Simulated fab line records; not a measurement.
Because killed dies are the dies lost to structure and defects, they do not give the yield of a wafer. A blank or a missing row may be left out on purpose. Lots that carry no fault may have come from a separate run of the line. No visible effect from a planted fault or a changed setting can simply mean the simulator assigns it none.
A single fault, viewed from 2 desks ; flow rit cmos ; every desk sees just its own numbers, and what lay behind them comes last

== FOR THE TOOL OWNER'S DESK: furnace-02 ==
The tool's own readings at RIT_ACTIVE_OXIDATION_01 (target thk 46.8 nm, ox time 3360 s): means of the sampled wafers that have a number, for each lot that ran on this tool. The brackets show how far a lot's mean lies from the usual mean; more than 4 standard deviations puts the lot out of limits, marked OUT.
Columns: A = spike tc centre C at RIT_ACTIVE_OXIDATION_01, usual 1002.1 C; B = spike tc load C at RIT_ACTIVE_OXIDATION_01, usual 1024.8 C; C = spike tc source C at RIT_ACTIVE_OXIDATION_01, usual 1023.3 C; D = tube center temp C at RIT_ACTIVE_OXIDATION_01, usual 1000 C; E = tube_center_temp_C_max at RIT_ACTIVE_OXIDATION_01, usual 1002.6
lot;first seen here;A;B;C;D;E
L965;day 2 06:07;1001.0;1025.1;1024.4;1000;1002.4
L966;day 2 11:07;1000.5;1025.4;1024.3;1000;1002.5
L973;day 3 22:07;1001.1;1025.0;1024.1;1000;1002.7
L974;day 4 03:53;1001.0;1025.1;1023.9;1000;1002.5
L975;day 4 08:38;947.8 (-42) OUT;971.5 (-48) OUT;969.6 (-24) OUT;946 (-99 or more) OUT;948.8 (-99 or more) OUT
L976;day 4 13:07;947.5 (-42) OUT;970.9 (-49) OUT;969.7 (-24) OUT;946 (-99 or more) OUT;948.9 (-99 or more) OUT
This desk's finding: out of limits on L975, L976; first on L975, day 4 08:38 (spike tc centre C at RIT_ACTIVE_OXIDATION_01). L965, L966, L973, L974 stayed within limits.

== METROLOGY DESK ==
Means of the sampled wafers that have a number, per lot and without regard to the tool the lot ran on: this is what the gauges read. The brackets show how far a lot's mean lies from the usual mean; more than 4 standard deviations puts the lot out of limits, marked OUT.
Columns: A = ACTIVE_OXIDE_THK at RIT_ACTIVE_THK_MEAS_02, usual 47.5 nm; B = PWELL_RS at RIT_WELLDRIVE_RS_MEAS_02, usual 429.0 ohm/sq; C = PRETRO_OVL at RIT_PRETRO_OVL_MEAS_06, usual 0.1 nm
lot;first seen here;A;B;C
L961;day 1 12:04;46.1;427.6;1.0
L962;day 1 17:05;48.4;427.2;0.4
L964;day 2 03:03;47.9;427.1;0.1
L965;day 2 08:04;48.2;427.9;2.2
L966;day 2 13:03;48.7;428.9;1.7
L970;day 3 09:04;48.1;430.1;-0.3
L972;day 3 19:05;47.5;430.1;2.5
L973;day 4 00:04;48.1;428.5;-0.3
L974;day 4 05:50;46.9;428.1;-0.1
L975;day 4 10:35;29.6 (-21) OUT;428.2;-0.9
L976;day 4 15:03;28.8 (-22) OUT;428.8;-2.4
L978;day 5 01:03;46.1;429.9;0.7
L983;day 6 02:03;47.5;430.7;1.2
L984;day 6 07:04;48.0;428.7;-0.8
This desk reports L975, L976 out of limits; the earliest was L975 at day 4 10:35 (ACTIVE_OXIDE_THK at RIT_ACTIVE_THK_MEAS_02). L961, L962, L964, L965, L966, L970, L972, L973, L974, L978, L983, L984 stayed within limits.

== ALL TOGETHER ==
An alarm could have come from the tool owner's desk at day 4 08:38, on L975, L976.
L975, L976 would have let the metrology desk raise an alarm at day 4 10:35.
Every lot named ran RIT_ACTIVE_OXIDATION_01 on furnace-02.

== WHAT THE SIMULATOR PUT IN ==
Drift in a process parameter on furnace-02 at RIT_ACTIVE_OXIDATION_01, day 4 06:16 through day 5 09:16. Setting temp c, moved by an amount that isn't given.
Shown lots that were struck: L975, L976.
Delay (hours) between the fault's onset and each desk's first out-of-limits reading: 2 at the tool owner's desk, 4 at the metrology desk.
